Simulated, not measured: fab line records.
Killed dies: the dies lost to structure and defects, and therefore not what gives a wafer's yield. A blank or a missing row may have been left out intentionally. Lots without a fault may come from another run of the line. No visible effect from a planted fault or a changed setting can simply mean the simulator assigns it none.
Lot-split experiment	flow rit cmos	23 wafers read across 5 lots, on a route 202 steps long

## ABOUT THE SPLIT
At RIT_NWELL_IMPLANT_08, the setting energy kev was moved away from the recipe's 170 on 7 of the 23 wafers read, by -4.6% to +2.9%. The other wafers ran this setting at the recipe's value.

The split's own step is where the reading is taken.

## THE READING
In nm, at RIT_NWELL_IMPLANT_08: implant.drp nm, which is the simulator's own figure and was read by no gauge. The file gives no usual value for it.

wafer	tool, chamber at the split	energy kev as run	against the recipe	implant.drp nm, nm	against lot-mates on the recipe
L074.2	implanter-02, 0	162.2	-4.6%	66.49	-2.33
L074.3	implanter-02, 0	162.2	-4.6%	66.49	-2.33
L074.5	implanter-02, 0	162.2	-4.6%	66.49	-2.33
L074.4	implanter-02, 0	170	recipe	68.82	-
L074.6	implanter-02, 0	170	recipe	68.82	-
L077.1	implanter-02, 0	162.9	-4.2%	66.7	-2.12
L077.4	implanter-02, 0	162.9	-4.2%	66.7	-2.12
L077.2	implanter-02, 0	170	recipe	68.82	-
L077.3	implanter-02, 0	170	recipe	68.82	-
L077.6	implanter-02, 0	170	recipe	68.82	-
L078.2	implanter-02, 0	170	recipe	68.82	-
L078.3	implanter-02, 0	170	recipe	68.82	-
L078.4	implanter-02, 0	170	recipe	68.82	-
L081.1	implanter-02, 0	175	+2.9%	70.34	+1.52
L081.4	implanter-02, 0	175	+2.9%	70.34	+1.52
L081.2	implanter-02, 0	170	recipe	68.82	-
L081.5	implanter-02, 0	170	recipe	68.82	-
L081.6	implanter-02, 0	170	recipe	68.82	-
L083.1	implanter-02, 0	170	recipe	68.82	-
L083.2	implanter-02, 0	170	recipe	68.82	-
L083.3	implanter-02, 0	170	recipe	68.82	-
L083.5	implanter-02, 0	170	recipe	68.82	-
L083.6	implanter-02, 0	170	recipe	68.82	-

THE FIT
A straight line over all 23 wafers: implant.drp nm changes by +0.51 nm for each +1% of energy kev; r = +1.00; the points scatter about the line by 0.0067 nm.
The same after taking each lot's own level away (the mean of its wafers on the recipe; 23 wafers): +0.51 nm for each +1%; r = +1.00; scatter 0.0067 nm.
According to that fit, moving energy kev by its largest amount changes the reading by 2.3 nm.
The lots' own levels span 68.820 to 68.820 nm.
Hence the lot-to-lot level has little effect on the slope; both slopes agree.
Check: for one of the wafers moved furthest among these (-4.6%), held out of the fit, the line's prediction against its lot-mates is -2.34 nm. Against them it came out at -2.33 nm.

## FURTHER SPLITS ON THESE WAFERS
These wafers also went through other splits before the reading. Each is held against what the fit with the lots' levels taken away leaves over:
other split on the same wafers	wafers away from the commonest value	r with implant.drp nm (lot level and that fit taken away)
RIT_ACTIVE_CVD_03 nh3 flow sccm	10	+0.21
RIT_ACTIVE_ETCH_13 pressure mtorr	18	-0.20
RIT_FOX2_OXIDATION_00 ox time s	15	+0.15

## THE WHOLE CHAIN: every reading that the file lists as answering this split, in the file's order
step	what it does	reading	change (the file's fit)	r (the file's)
RIT_NWELL_IMPLANT_08		implant.rp nm (the simulator's own value, which no gauge read)	+2.18 nm for each +1% of the setting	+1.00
RIT_NWELL_IMPLANT_08		implant.drp nm (the simulator's own value, which no gauge read)	+0.51 nm for each +1% of the setting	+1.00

## THE FILE'S OWN FIT
implant.drp nm changes by +0.51 nm for each +1% of energy kev, r = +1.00.
